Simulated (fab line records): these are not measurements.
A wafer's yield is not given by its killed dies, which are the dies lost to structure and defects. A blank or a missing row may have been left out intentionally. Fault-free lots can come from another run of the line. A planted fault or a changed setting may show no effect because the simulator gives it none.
A struck lot beside a sound one | flow berkeleyCmos170 | 14 out of 331 route steps
Sound: these wafers, L747.1, L747.4, L747.5. Struck: wafers L753.2, L753.3, L753.5. At the end, the cause is stated.
At each step with rows: each side's tool, then ch and its chambers, then its first start. Under that, the readings that differ: sound wafers | struck wafers | difference of the means | sigmas: that difference in standard deviations of wafers without a fault.
alike: same words and numbers on both sides, and readings whose means sit less than 2 such deviations apart. not compared: any withheld reading, any reading some wafer has no value for, any bound like >300 that may hide the same value, and any number with overlapping values for which the record gives no deviation.
The two part at a step that has a row with sigmas, a row that says differs or no value, or rows on one side only. Numbers that don't overlap but have no deviation are shown without sigmas and don't part them. Lack of a reading on every wafer of one side parts them only where that side has two or more wafers.

first, 1 step without rows for these wafers: UCB170_M2_PRE_CLEAN_00 (preclean etch time 60 s).
UCB170_M2_SPUTTER_01: material Al, target thk 900 nm, time 120 s.
  sound: pvdSputter-04 at day 12 15:10; struck: pvdSputter-03 at day 13 04:55
  alike: throttleValvePct
UCB170_M2_RS_MEAS_02: a four-point-probe measurement.
  sound: filmMetro-01 at day 12 15:14; struck: filmMetro-04 at day 13 05:02
  alike: M2_AL_RS
UCB170_M2_THK_MEAS_03: measures by xrf.
  sound: filmMetro-01 at day 12 15:22; struck: filmMetro-04 at day 13 05:08
  alike: M2_AL_THK
then, 3 steps without rows for these wafers: UCB170_M2_HMDS_04 (prime time 60 s); UCB170_M2_COAT_05 (resist thk 900 nm); UCB170_M2_SOFTBAKE_06 (time 60 s).
UCB170_M2_STRIP_07: strips in O2.
  sound on plasmaAsher-04 ch 0,1, day 12 15:52; struck on plasmaAsher-04 ch 0, day 13 06:10
  alike: drypumpMotorCurrentA, oesProductAu, stripTimeToEndpointS
  not compared: rfHoursCounterH
then, 4 steps without rows for these wafers: UCB170_M2_STRIP_08 (strips KrF in DMSO, time 600 s); UCB170_M2_COAT_09; UCB170_M2_COAT_10 (resist thk 900 nm); UCB170_M2_SOFTBAKE_11 (time 60 s).
UCB170_M2_EXPOSE_12: exposes mask METAL2, target cd 700 nm.
  sound on krfScanner-01 ch 0, day 12 16:36; struck on krfScanner-02 ch 0, day 13 07:19
reading           | sound             | struck            | difference | sigmas
exposureDoseMJCm2 | 25.98 26.00 25.95 | 26.27 26.28 26.32 | +0.31      | +9
  alike: mask, reticleTempC, stageVelMmS
after that, 1 step had no rows for these wafers: UCB170_M2_PEB_13.

== WHERE THEY PART ==
Within this record, at UCB170_M2_EXPOSE_12 only.

WHY: the cause the simulator had injected
Drift in process parameters on krfScanner-02 at UCB170_M2_EXPOSE_12, starting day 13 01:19. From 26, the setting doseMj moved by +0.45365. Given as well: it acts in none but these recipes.
